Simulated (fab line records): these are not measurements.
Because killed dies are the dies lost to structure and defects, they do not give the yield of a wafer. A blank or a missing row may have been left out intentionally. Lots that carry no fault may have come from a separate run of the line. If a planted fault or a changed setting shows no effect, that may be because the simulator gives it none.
Matching of chambers	flow berkeley-cmos170	UCB170_SILICIDE_WET_ETCH_05 on wet-bench-01 has 3 sister chambers
The step etches Ti in SPM, time 45 s. 6 wafers are shown with their chamber, then 4 later ones without.

== WAFERS, EACH WITH ITS CHAMBER ==
wafer	chamber	bath-guard-temp-C (C)	bath-heat-duty-pct (%)
L362.4	3	120.6	13.8
L362.5	3	120.1	13.1
L375.4	1	119.3	11.6
L375.5	1	119.5	11.3
L376.1	2	119.8	15.5
L376.2	2	119.4	14.6

== WAFERS WHOSE CHAMBER IS MISSING ==
wafer	bath-guard-temp-C (C)	bath-heat-duty-pct (%)
L376.3	119.8	13.5
L381.1	120.7	12.4
L381.2	120.4	12.5
L381.4	120.2	14.0

== WHICH CHAMBER EACH ONE RAN IN ==
wafer	from the rows above	in truth
L376.3	can't be placed: 3 or 2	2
L381.1	3	3
L381.2	3	3
L381.4	can't be placed: 3 or 2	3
Correct placement for 2 of the 4. Not placeable from these rows: 2 (in 2, the candidates include the true chamber). Number placed wrongly: 0.
How it was worked out, from the rows above alone: a wafer's distance from a chamber is the root of the sum, over the readings, of the square of ((its reading less the chamber's mean) divided by the reading's scatter). If the next closest chamber is less than 2 further off than the closest, the wafer can't be placed; otherwise it belongs to the closest. For every chamber, the mean is computed from those of its wafers that are shown. The scatter: the root of (the sum of the squares of (reading less its chamber's mean) over the shown wafers, divided by (wafers less chambers)).
